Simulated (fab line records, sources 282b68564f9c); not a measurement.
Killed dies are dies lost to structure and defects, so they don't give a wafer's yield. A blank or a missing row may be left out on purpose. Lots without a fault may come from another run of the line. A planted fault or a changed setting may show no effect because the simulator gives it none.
Which tool did it? | flow rit_cmos | 7 lots, 21 wafers sampled, at 2 steps of a route of 202

WHAT THE GAUGES READ, wafer by wafer
RIT_ACTIVE_THK_MEAS_02.
lot  | measured    | on            | ACTIVE_OXIDE_THK (nm)
L727 | day 1 22:03 | film_metro-02 | 45.2 44.3 45.1
L729 | day 2 08:04 | film_metro-02 | 46.6 46.1 46.2
L731 | day 2 18:03 | film_metro-03 | 46.3 46.8 46.1
L734 | day 3 09:04 | film_metro-03 | 47.2 46.4 46.4
L741 | day 4 21:20 | film_metro-03 | 28.9 28.3 28.7
L744 | day 5 11:56 | film_metro-02 | 47.7 47.2 47.8
L748 | day 6 07:04 | film_metro-02 | 47.5 48.4 47.8

WHICH TOOL RAN EACH LOT (tool, then ch and the chambers of the sampled wafers, then the start)
lot  | RIT_ACTIVE_OXIDATION_01
L727 | furnace-03 ch 0, day 1 20:07
L729 | furnace-03 ch 0, day 2 06:07
L731 | furnace-04 ch 0, day 2 16:07
L734 | furnace-03 ch 0, day 3 07:07
L741 | furnace-03 ch 0, day 4 19:24
L744 | furnace-04 ch 0, day 5 09:59
L748 | furnace-01 ch 0, day 6 05:07
- RIT_ACTIVE_OXIDATION_01: target thk 46.8 nm, ox time 3360 s.

THE ANSWER, worked out from the rows above alone
Rule: what is usual is taken from the lots themselves. Put in order of their means at a reading, lots are off if they are a third of the lots or fewer, leave a main group of 4 or more, and stand apart from it by a gap of 3 or more times the standard deviation of the main group's means; of several such gaps the widest counts. A main group whose means are all the same, to the digits that the tables above print for the reading, isn't used. A lot without any number at a reading at which 4 lots or more have one is off too. The other lots that the step has rows for count as sound.
Off: L741, at RIT_ACTIVE_THK_MEAS_02 (ACTIVE_OXIDE_THK). The main group: mean 46.6 nm, standard deviation 0.98.
A tool fits if, at a process step before that reading, it ran every lot that is off, and no sound lot after the first of them. The gauges at RIT_ACTIVE_THK_MEAS_02 are tried like those tools. Can't be told from this: 2 tools fit, furnace-03 at RIT_ACTIVE_OXIDATION_01, film_metro-03 at RIT_ACTIVE_THK_MEAS_02.

WHAT THE SIMULATOR HAD PUT IN
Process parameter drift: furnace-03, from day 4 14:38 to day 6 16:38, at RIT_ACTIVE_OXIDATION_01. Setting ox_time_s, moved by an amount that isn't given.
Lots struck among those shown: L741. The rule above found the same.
